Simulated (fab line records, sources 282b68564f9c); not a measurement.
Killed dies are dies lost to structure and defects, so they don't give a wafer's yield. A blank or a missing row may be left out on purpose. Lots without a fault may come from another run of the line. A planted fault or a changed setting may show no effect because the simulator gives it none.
fab line records | flow rit_cmos
record lots=15 wafers=45 last_day=7
route steps=202 shown GATE@85 PLDD@120 PSD@144 M1@202
lots that met no fault: from a run of the same line without faults
start_h: hours from the record's first day to the start of the lot's first wafer shown | wait_h: hours since the lot's step before | " the same as in the row above | L1.1+2: a row that stands for several wafers | - no value, or no start given | * or withheld: withheld | < > ~ a bound
route shown NAME@n: a module of which the file shows steps, and the number in the route of the first | usual: mean/standard deviation of fault-free wafers | same: alike in all rows | chamber/n: place in a boat | sites: the reading at each site | _std_site: their standard deviation | _edge_site: outer sites' mean less inner sites' | radius_mm: how far each site lies from the wafer's centre | mask NAME#n: copy n | behind: the tool/chamber that last shaped the wafer | hold: why the lot was held/for how many hours/how that ended | device: the transistor (n, p or np) that didn't switch | end of line: the same wafers' tests at the end of the route | a step without rows: its recipe alone | killed: dies lost to structure and defects at the first sort, not the wafer's yield | map: a wafer's dies, x killed, . not, _ none there
set.NAME: the setting as run; set.NAME@STEP: as run at that earlier step | model.NAME: the simulator's own value behind a step, which no gauge read
steps of the route over a sample of lots; a table a step, a row a wafer
services: from which hour (start_h, from the record's first day; less than 0 if before it) a tool's chamber was out of use, for how many hours, and why
## steps
# step RIT_GATE_THK_MEAS_09
# recipe reads=poly-Si_of_GATE_CVD_08
# usual GATE_POLY_THK=248.9/1.9
# columns lot.wafer tool chamber start_h wait_h GATE_POLY_THK[nm]
L839.1 film_metro-01 - 37.51 0.0 247.0
L839.4 " - " " 247.7
L839.6 " - " " 246.8
L840.1 film_metro-02 - 46.89 0.0 247.5
L840.2 " - " " 246.9
L840.4 " - " " 248.7
L841.1 film_metro-04 - 50.74 0.0 250.4
L841.2 " - " " 252.4
L841.5 " - " " 250.1
L842.2 film_metro-01 - 54.25 0.0 249.1
L842.4 " - " " 245.8
L842.6 " - " " 248.8
L843.1 film_metro-02 - 59.16 0.0 247.5
L843.2 " - " " 248.8
L843.6 " - " " 247.2
L844.1 film_metro-01 - 65.84 0.0 249.1
L844.5 " - " " 248.0
L844.6 " - " " 248.3
L845.1 film_metro-04 - 67.55 0.0 246.3
L845.3 " - " " 248.6
L845.6 " - " " 249.1
L849.2 film_metro-01 - 87.22 0.0 247.7
L849.3 " - " " 249.1
L849.4 " - " " 245.8
L851.4 film_metro-01 - 101.20 0.0 248.6
L851.5 " - " " 247.7
L851.6 " - " " 248.0
L853.1 film_metro-01 - 105.15 0.0 248.8
L853.4 " - " " 248.5
L853.6 " - " " 249.0
L854.3 film_metro-04 - 114.58 0.0 247.9
L854.4 " - " " 247.8
L854.6 " - " " 248.3
L856.1 film_metro-02 - 125.45 0.0 247.9
L856.4 " - " " 246.5
L856.6 " - " " 246.2
L857.1 film_metro-02 - 129.53 0.0 250.4
L857.4 " - " " 248.4
L857.5 " - " " 248.9
L859.1 film_metro-02 - 139.91 0.0 249.7
L859.2 " - " " 249.6
L859.3 " - " " 250.0
L860.1 film_metro-02 - 144.28 0.0 250.6
L860.2 " - " " 250.4
L860.5 " - " " 250.5
# step RIT_PLDD_OVL_MEAS_06
# usual PLDD_OVL=0.4/1.3
# columns lot.wafer tool chamber start_h wait_h PLDD_OVL[nm]
L839.1 overlay-02 - 44.38 - 1.2
L839.4 " - " " 1.8
L839.6 " - " " 1.8
L840.1 overlay-02 - 53.96 - 0.1
L840.2 " - " " 1.6
L840.4 " - " " 0.0
L841.1 overlay-01 - 57.88 - -0.6
L841.2 " - " " -0.7
L841.5 " - " " 1.4
L842.2 overlay-01 - 62.61 - 1.4
L842.4 " - " " -1.0
L842.6 " - " " -0.2
L843.1 overlay-01 - 66.85 - 2.1
L843.2 " - " " 2.1
L843.6 " - " " 3.1
L844.1 overlay-02 - 74.14 - 2.9
L844.5 " - " " 1.9
L844.6 " - " " 3.1
L845.1 overlay-01 - 74.70 - 1.4
L845.3 " - " " 0.5
L845.6 " - " " 0.0
L849.2 overlay-02 - 94.92 - -0.9
L849.3 " - " " 0.4
L849.4 " - " " -0.4
L851.4 overlay-02 - 109.13 - 0.1
L851.5 " - " " 0.0
L851.6 " - " " -1.6
L853.1 overlay-01 - 113.38 - -0.2
L853.4 " - " " 0.1
L853.6 " - " " 0.4
L854.3 overlay-01 - 121.73 - -0.3
L854.4 " - " " -0.2
L854.6 " - " " 1.2
L856.1 overlay-01 - 132.64 - -0.6
L856.4 " - " " 1.4
L856.6 " - " " -0.5
L857.1 overlay-01 - 136.85 - 2.4
L857.4 " - " " 2.3
L857.5 " - " " 0.9
L859.1 overlay-02 - 147.27 - -1.9
L859.2 " - " " -0.2
L859.3 " - " " -1.2
L860.1 overlay-01 - 152.06 - 0.4
L860.2 " - " " 0.7
L860.5 " - " " 0.2
# step RIT_PLDD_STRIP_09
# recipe chemistry=O2 time_s=180 resist=NOVOLAK platen_temp_c=withheld power_w=500 pressure_mtorr=4000 o2_flow_sccm=4000
# usual drypump_motor_current_A=5.7/0.39 o2_flow_sccm=4001/13
# columns lot.wafer tool chamber start_h wait_h drypump_motor_current_A o2_flow_sccm rf_hours_counter_h
L839.1 plasma_asher-01 0 44.72 0.1 5.7 4007 39
L839.4 " 1 " " 5.1 3993 -
L839.6 " 1 " " 5.1 4010 -
L840.1 plasma_asher-04 0 54.29 0.1 6.0 3999 43
L840.2 " 1 " " 5.3 3994 43
L840.4 " 0 " " 6.0 3988 -
L841.1 plasma_asher-02 0 58.22 0.1 6.0 3985 42
L841.2 " 1 " " 6.1 4007 42
L841.5 " 1 " " 6.1 4019 -
L842.2 plasma_asher-01 0 62.94 0.1 5.7 3990 41
L842.4 " 0 " " 5.7 4020 -
L842.6 " 0 " " 5.7 4001 -
L843.1 plasma_asher-02 1 67.19 0.1 6.1 4030 43
L843.2 " 0 " " 6.1 4009 43
L843.6 " 0 " " 6.0 3996 -
L844.1 plasma_asher-04 1 74.47 0.1 5.3 4007 45
L844.5 " 1 " " 5.3 3998 -
L844.6 " 0 " " 6.0 3993 -
L845.1 plasma_asher-02 1 75.03 0.1 6.1 4009 44
L845.3 " 1 " " 6.1 4004 -
L845.6 " 1 " " 6.1 4009 -
L849.2 plasma_asher-04 0 95.25 0.1 6.0 3971 47
L849.3 " 1 " " 5.4 3980 -
L849.4 " 0 " " 6.0 3982 -
L851.4 plasma_asher-02 0 109.50 0.1 6.0 3980 -
L851.5 " 0 " " 6.1 3996 -
L851.6 " 1 " " 6.1 3999 -
L853.1 plasma_asher-01 0 113.78 0.2 5.6 4007 47
L853.4 " 1 " " 5.1 4011 -
L853.6 " 1 " " 5.1 3992 -
L854.3 plasma_asher-01 1 122.11 0.1 5.1 4006 -
L854.4 " 0 " " 5.7 4000 -
L854.6 " 0 " " 5.7 4010 -
L856.1 plasma_asher-04 1 132.97 0.1 5.3 4006 2
L856.4 " 0 " " 6.0 4008 -
L856.6 " 0 " " 6.0 3986 -
L857.1 plasma_asher-04 0 137.19 0.1 6.0 3977 2
L857.4 " 1 " " 5.3 3980 -
L857.5 " 1 " " 5.3 4008 -
L859.1 plasma_asher-04 1 147.60 0.1 5.3 3997 3
L859.2 " 0 " " 6.0 4027 3
L859.3 " 0 " " 6.0 4006 -
L860.1 plasma_asher-01 1 152.40 0.1 5.1 3985 51
L860.2 " 0 " " 5.7 3992 51
L860.5 " 0 " " 5.7 3989 -
# step RIT_PSD_SOFTBAKE_02
# recipe resist=NOVOLAK temp_c=90 time_s=60
# usual heater_power_total_W=34.56/0.051 plate_temp_C=90.02/0.12 run_length_s=89.20/0.12
# columns lot.wafer tool chamber start_h wait_h heater_power_total_W plate_temp_C run_length_s
L839.1 litho_track-04 0 50.04 0.1 34.53 89.83 88.98
L839.4 " 0 " " 34.56 89.86 89.14
L839.6 " 0 " " 34.55 90.16 89.25
L840.1 litho_track-02 0 58.74 0.1 34.58 89.91 89.28
L840.2 " 0 " " 34.57 90.02 89.13
L840.4 " 0 " " 34.47 89.89 89.20
L841.1 litho_track-02 0 63.01 0.1 34.55 90.03 89.14
L841.2 " 0 " " 34.52 90.07 89.24
L841.5 " 0 " " 34.64 90.19 89.30
L842.2 litho_track-01 0 67.54 0.1 34.61 89.92 89.32
L842.4 " 0 " " 34.60 90.00 89.50
L842.6 " 0 " " 34.63 89.99 89.23
L843.1 litho_track-02 0 71.67 0.1 34.60 90.11 89.12
L843.2 " 0 " " 34.55 90.18 89.22
L843.6 " 0 " " 34.45 90.03 89.55
L844.1 litho_track-02 0 79.07 0.1 34.56 90.00 89.41
L844.5 " 0 " " 34.66 90.16 89.14
L844.6 " 0 " " 34.61 89.86 89.17
L845.1 litho_track-01 0 79.56 0.1 34.61 90.04 89.14
L845.3 " 0 " " 34.55 89.93 89.15
L845.6 " 0 " " 34.61 89.84 89.30
L849.2 litho_track-04 0 100.83 0.1 34.62 89.91 89.07
L849.3 " 0 " " 34.49 90.05 89.20
L849.4 " 0 " " 34.55 90.35 89.13
L851.4 litho_track-02 0 114.32 0.1 36.49 - 78.74
L851.5 " 0 " " 36.45 - 78.76
L851.6 " 0 " " 36.49 - 78.82
L853.1 litho_track-02 0 118.37 0.1 36.53 - 78.98
L853.4 " 0 " " 36.50 - 78.80
L853.6 " 0 " " 36.48 - 78.79
L854.3 litho_track-02 0 126.64 0.1 36.52 - 78.84
L854.4 " 0 " " 36.41 - 78.73
L854.6 " 0 " " 36.39 - 78.89
L856.1 litho_track-04 0 137.42 0.1 34.58 90.01 89.01
L856.4 " 0 " " 34.63 89.91 89.30
L856.6 " 0 " " 34.57 90.06 89.11
L857.1 litho_track-01 0 141.66 0.1 34.62 90.07 89.20
L857.4 " 0 " " 34.62 90.02 89.17
L857.5 " 0 " " 34.52 90.00 89.30
L859.1 litho_track-04 0 152.50 0.1 34.58 90.01 89.12
L859.2 " 0 " " 34.63 89.93 89.24
L859.3 " 0 " " 34.48 90.06 89.02
L860.1 litho_track-04 0 156.86 0.1 34.54 90.09 89.19
L860.2 " 0 " " 34.62 89.91 89.07
L860.5 " 0 " " 34.62 89.88 89.14
# step RIT_M1_PROBE_99
# usual killed_at_contacts=0.1/0.27 killed_at_front_end=6.7/2.9 killed_dies=6.7/2.9 killed_open=3.4/1.8 killed_short=3.3/2.2
# same gross_dies=264 killed_at_M0_to_M3=0 killed_at_M4_up=0 killed_at_back_side=0 killed_at_other=0
# columns lot.wafer tool chamber start_h wait_h killed_at_contacts killed_at_front_end killed_dies killed_open killed_short
L841.1 prober-02 - 72.20 0.1 0 4 4 1 3
L841.2 prober-02 - 72.25 0.1 0 5 5 2 1
L841.5 prober-02 - 72.40 0.2 0 6 6 6 0
L854.3 prober-02 - 135.85 0.2 0 5 5 2 3
L854.4 prober-02 - 135.90 0.2 0 8 8 3 5
L854.6 prober-02 - 136.00 0.2 0 7 7 5 2
# killed by level:class
L841.1 GATE:geometric_particle:short=2 REOX:geometric_particle:short=1 REOX:geometric_particle:open=1
L841.2 PSD:coat_microbubble_printed=2 FOX1:geometric_particle:open=1 GATE:geometric_particle:open=1 REOX:geometric_particle:short=1
L841.5 FOX1:geometric_particle:open=3 GATE:geometric_particle:open=2 FOX2:geometric_particle:open=1
L854.3 FOX1:geometric_particle:short=1 FOX1:geometric_particle:open=1 FOX2:geometric_particle:short=1 SILICIDE:geometric_particle:open=1 SILICIDE:geometric_particle:short=1
L854.4 GATE:geometric_particle:short=3 SILICIDE:geometric_particle:open=2 FOX1:geometric_particle:short=1 FOX1:geometric_particle:open=1 SILICIDE:geometric_particle:short=1
L854.6 SILICIDE:geometric_particle:open=2 FOX1:geometric_particle:open=1 FOX1:geometric_particle:short=1 GATE:geometric_particle:open=1 SPACER:geometric_particle:open=1 SILICIDE:geometric_particle:short=1
## services
# columns tool chamber start_h hours kind
plasma_asher-04 - 108.75 9.0 pm
plasma_asher-04 0 108.75 9.0 vent_cycle
plasma_asher-04 1 108.75 9.0 vent_cycle
plasma_asher-04 0 117.75 - clean
plasma_asher-04 1 117.75 - clean
plasma_asher-01 - 145.12 2.8 pm
## key
first_sign step=RIT_PSD_SOFTBAKE_02 reading=run_length_s direction=down sigmas=86 usual=* struck=*
effect step=RIT_PSD_SOFTBAKE_02 reading=heater_power_total_W direction=up sigmas=38 usual=34.56 struck=36.47
met_at RIT_PSD_SOFTBAKE_02
struck_lots L851,L853,L854
tester_left_out L851,L853,L854
not_acting_at RIT_GATE_THK_MEAS_09,RIT_PLDD_OVL_MEAS_06,RIT_PLDD_STRIP_09
onset_between 79.07 114.32
fault kind=process_parameter_drift tool=litho_track-02 chamber=- onset_h=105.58 steps=RIT_PSD_SOFTBAKE_02 channel=time_s offset=* shape=step end_h=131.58 acts_in=* stated=*
# tester_left_out: of these lots the tester's yield and bins aren't shown, on N5 and GAA mostly nor the transistor test; their killed dies are dies lost to structure and defects alone, not to doping, threshold or leakage, so they don't give the yield
